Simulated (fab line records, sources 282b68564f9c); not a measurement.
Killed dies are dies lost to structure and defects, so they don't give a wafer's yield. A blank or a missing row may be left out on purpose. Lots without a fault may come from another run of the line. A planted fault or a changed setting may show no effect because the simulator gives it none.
Problem report in the 8D (eight disciplines) form, filled by code | flow rit_cmos | the parts of the form that need people (team, actions taken, sign-off) are left out

1. THE PROBLEM
FOX1_OXIDE_THK at RIT_FOX1_THK_MEAS_01 reads a mean of 267 nm on 6 wafers of 2 lots; wafers without a fault read 350 nm with a standard deviation of 8.9. That is -9.4 standard deviations from the usual mean.
First seen on wafer L895.2, day 4 00:43, on film_metro-04. The record holds 42 wafers of 14 lots with a number at this step. Rule for "out", or "out of limits": more than 4 standard deviations from the usual mean. The other wafers with a number count as sound.

2. WHAT IT IS AND WHAT IT IS NOT
question                    | is                     | is not
which readings at this step | FOX1_OXIDE_THK         | -
which lots                  | L895, L897             | L885, L886, L887, L889, L890, L891, L893, L894, L899, L904, L906, L907
which wafers of those lots  | all that have a number | -
read on which gauges        | film_metro-04          | film_metro-02, film_metro-03
when                        | from day 4 00:43       | up to then (24 sound wafers); but 12 sound wafers of L899, L904, L906, L907 came after

3. SUSPECTS, AND WHAT RULES EACH OUT
Counting: a tool at a process step up to the reading stays a suspect if it ran every lot that is out and no sound lot after the first of them.
- the gauge at RIT_FOX1_THK_MEAS_01: ruled out. All the wafers that are out were read on film_metro-04, but those of them that RIT_FOX1_OXIDATION_00 has rows for are out there too, on other tools.
- furnace-03 at RIT_FOX1_OXIDATION_00 (target thk 350.7 nm, ox time 1130 s): kept. It ran every lot that is out, first L895 (day 3 23:23), and no sound lot after that; its last sound lot up to then is L894 (day 3 19:30). Its own readings are out on those wafers: spike_tc_centre_C, spike_tc_load_C, spike_tc_source_C, tube_center_temp_C, tube_center_temp_C_max.
Left after counting: furnace-03 at RIT_FOX1_OXIDATION_00.

4. THE CAUSE (what the simulator had put in)
Process parameter drift: furnace-03, from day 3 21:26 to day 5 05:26, at RIT_FOX1_OXIDATION_00. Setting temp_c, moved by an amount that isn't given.
Counting left only this tool.

5. THE CHAIN OF EFFECTS, in route order
Each row: a reading whose mean over the struck wafers that have a number lies more than 3 standard deviations from the usual. Only readings for which the record gives a usual standard deviation are gone through. hours: the time from each lot's start at the first step in this table that gives one to its start at this step, as a median over the lots. sigmas: the change in usual standard deviations.
hours | step                  | reading                | usual    | on struck wafers | change | sigmas
0     | RIT_FOX1_OXIDATION_00 | spike_tc_centre_C      | 1102.2 C | 1062.7           | -39.5  | -36
0     | RIT_FOX1_OXIDATION_00 | spike_tc_load_C        | 1127 C   | 1082             | -45    | -13
0     | RIT_FOX1_OXIDATION_00 | spike_tc_source_C      | 1127 C   | 1090             | -37    | -9.4
0     | RIT_FOX1_OXIDATION_00 | tube_center_temp_C     | 1100 C   | 1060             | -40    | -99 or more
0     | RIT_FOX1_OXIDATION_00 | tube_center_temp_C_max | 1102.8   | 1062.8           | -40.0  | -89
1     | RIT_FOX1_THK_MEAS_01  | FOX1_OXIDE_THK         | 350 nm   | 267              | -83    | -9.4
The process steps in it:
- RIT_FOX1_OXIDATION_00: target thk 350.7 nm, ox time 1130 s.

6. WHAT WOULD HAVE CAUGHT IT SOONER
In this record the first reading out of limits at a measuring or inspecting step was taken at day 4 00:43, 3 hours after the fault began at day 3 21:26.
The tool's own readings at RIT_FOX1_OXIDATION_00 were out on every struck wafer that the step has a row for (spike_tc_centre_C, spike_tc_load_C, spike_tc_source_C, tube_center_temp_C, tube_center_temp_C_max): an alarm limit on them would have fired on the first of those.
Of the lots that are out (2), L897 began RIT_FOX1_OXIDATION_00 on furnace-03 after day 4 00:43. A hold on the tool at that time would have spared it.
